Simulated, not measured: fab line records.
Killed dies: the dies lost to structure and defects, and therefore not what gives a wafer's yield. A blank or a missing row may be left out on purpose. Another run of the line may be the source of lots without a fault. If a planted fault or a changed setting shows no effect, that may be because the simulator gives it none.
The same fault as seen by 2 desks -- flow berkeley-cmos170 -- each desk holds nothing but its own numbers, with what lay behind them at the end

DESK OF THE TOOL OWNER: implanter-03
UCB170_PFIELD_IMPLANT_07, tool's own readings: per-lot mean of the sampled wafers with a number, covering each lot this tool ran. Marked OUT: a lot whose mean sits more than 4 standard deviations from the usual mean, which makes it out of limits; the brackets give that distance.
Columns: A = beam-energy-keV at UCB170_PFIELD_IMPLANT_07, usual 80.003
lot,first seen here,A
L946,day 6 19:49,80.007
L949,day 7 21:26,84.667 (+99 or more) OUT
L957,day 8 15:07,84.683 (+99 or more) OUT
This desk's finding: out of limits on L949, L957; first on L949, day 7 21:26 (beam-energy-keV at UCB170_PFIELD_IMPLANT_07). Within limits: L946.

METROLOGY DESK
What the gauges read, lot by lot, whatever tool the lot ran on: means of the sampled wafers that have a number. Marked OUT: a lot whose mean sits more than 4 standard deviations from the usual mean, which makes it out of limits; the brackets give that distance.
Columns: A = NWELL_NITRIDE_THK at UCB170_NWELL_THK_MEAS_05, usual 224.3 nm; B = PWELL_OXIDE_THK at UCB170_PWELL_THK_MEAS_03, usual 26.3 nm; C = ACTIVE_OXIDE_THK at UCB170_ACTIVE_THK_MEAS_03, usual 26.4 nm
lot,first seen here,A,B,C
L939,day 2 15:07,225.2,26.4,26.2
L940,day 3 02:41,226.3,26.6,25.8
L941,day 3 14:19,224.6,26.4,26.8
L942,day 3 14:20,226.3,26.0,26.2
L943,day 3 23:13,225.5,26.6,26.6
L944,day 3 23:17,222.3,26.9,26.8
L946,day 4 11:29,226.5,26.2,26.2
L945,day 4 11:30,227.5,26.2,26.6
L949,day 5 13:28,220.7,25.7,27.1
L952,day 5 18:04,229.0,26.9,26.8
L954,day 6 01:50,222.3,26.6,26.2
L957,day 6 06:45,228.2,26.6,26.4
L958,day 6 11:28,222.4,25.9,26.0
L959,day 6 20:35,223.9,25.6,26.2
Finding of this desk: none of the 14 lots has anything out of limits.

ALL TOGETHER
At day 7 21:26, on L949, L957, the tool owner's desk was in a position to raise an alarm.
At the metrology desk, nothing out of limits was observed.
The metrology desk has L949, L957 on record, within its limits.
UCB170_PFIELD_IMPLANT_07 was run on implanter-03 by each of the lots named.

WHAT WAS PUT IN BY THE SIMULATOR
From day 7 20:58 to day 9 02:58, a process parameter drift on implanter-03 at UCB170_PFIELD_IMPLANT_07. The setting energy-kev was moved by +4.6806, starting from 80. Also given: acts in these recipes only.
Shown lots that were struck: L949, L957.
Delay in hours, fault start to first out-of-limits reading, by desk: the tool owner's desk at 0.
